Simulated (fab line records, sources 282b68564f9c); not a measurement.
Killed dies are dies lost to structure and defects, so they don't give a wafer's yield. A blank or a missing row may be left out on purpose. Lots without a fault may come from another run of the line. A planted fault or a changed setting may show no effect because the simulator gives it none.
One fault seen from 2 desks | flow rit_cmos | each desk has only its own numbers; what lay behind them comes last

THE METROLOGY DESK
What the gauges read, lot by lot, whatever tool the lot ran on: means of the sampled wafers that have a number. A lot is out of limits, marked OUT, if its mean lies more than 4 standard deviations from the usual mean; the brackets give that distance.
Columns: A = PRETRO_TW at RIT_PRETRO_TW_MEAS_10, usual 474; B = SPACER_NITRIDE_THK at RIT_SPACER_THK_MEAS_04, usual 250.7 nm; C = CONTACT_TEOS_THK at RIT_CONTACT_THK_MEAS_01, usual 400 nm
lot  | first seen here | A   | B                | C
L193 | day 2 07:20     | 484 | 252.6            | 401
L194 | day 2 12:11     | 468 | 250.8            | 406
L196 | day 2 23:20     | 472 | 266.0 (+5.5) OUT | 397
L198 | day 3 08:21     | 468 | 263.3 (+4.5) OUT | 405
L200 | day 3 19:19     | 470 | 250.4            | 399
L204 | day 4 14:37     | 481 | 252.8            | 405
L205 | day 4 20:05     | 470 | 254.1            | 405
L210 | day 5 20:53     | 473 | 251.5            | 400
L211 | day 6 02:10     | 478 | 244.1            | 397
L212 | day 6 08:18     | 468 | 248.1            | 393
L213 | day 6 16:27     | 470 | 253.2            | 398
L214 | day 6 18:26     | 480 | 250.3            | 400
L215 | day 6 23:46     | 478 | 248.8            | 395
L216 | day 7 07:07     | 466 | 246.4            | 400
This desk's finding: out of limits on L196, L198; first on L196, day 3 14:21 (SPACER_NITRIDE_THK at RIT_SPACER_THK_MEAS_04). In limits: L193, L194, L200, L204, L205, L210, L211, L212, L213, L214, L215, L216.

THE TOOL OWNER'S DESK: lpcvd-02
The tool's own readings at RIT_SPACER_CVD_03 (deposits Si3N4 from SiH2Cl2/NH3, target thk 250 nm, time 3300 s): means of the sampled wafers that have a number, for each lot that ran on this tool. A lot is out of limits, marked OUT, if its mean lies more than 4 standard deviations from the usual mean; the brackets give that distance.
Columns: A = pressure_mtorr at RIT_SPACER_CVD_03, usual 300.2 mTorr; B = sih2cl2_flow_sccm at RIT_SPACER_CVD_03, usual 59.96 sccm; C = zone_power_centre_pct at RIT_SPACER_CVD_03, usual 38.9 %; D = zone_power_load_pct at RIT_SPACER_CVD_03, usual 21.7 %
lot  | first seen here | A                       | B     | C    | D
L194 | day 3 00:08     | 299.7                   | 60.13 | 38.1 | 19.8
L196 | day 3 12:26     | 360.6 (+99 or more) OUT | 60.24 | 38.6 | 19.8
L198 | day 3 21:19     | 360.7 (+99 or more) OUT | 59.87 | 38.6 | 19.8
L210 | day 6 11:24     | 300.6                   | 59.83 | 38.9 | 20.0
L211 | day 6 18:05     | 300.9                   | 60.03 | 38.9 | 19.7
L212 | day 6 20:30     | 299.6                   | 60.03 | 38.9 | 21.7
L213 | day 7 08:34     | 300.1                   | 60.21 | 38.7 | 21.6
L215 | day 7 15:34     | 300.4                   | 59.55 | 38.1 | 21.5
This desk's finding: out of limits on L196, L198; first on L196, day 3 12:26 (pressure_mtorr at RIT_SPACER_CVD_03). In limits: L194, L210, L211, L212, L213, L215.

PUT TOGETHER
The tool owner's desk could have raised an alarm at day 3 12:26, on L196, L198.
The metrology desk could have raised an alarm at day 3 14:21, on L196, L198.
Of the lots named, all ran RIT_SPACER_CVD_03 on lpcvd-02.

WHAT THE SIMULATOR HAD PUT IN
Process parameter drift: lpcvd-02, from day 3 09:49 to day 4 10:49, at RIT_SPACER_CVD_03. Setting pressure_mtorr, moved by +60, from 300. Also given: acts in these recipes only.
Lots struck among those shown: L196, L198.
Hours from the fault's start to each desk's first reading out of limits: the tool owner's desk, 3; the metrology desk, 5.
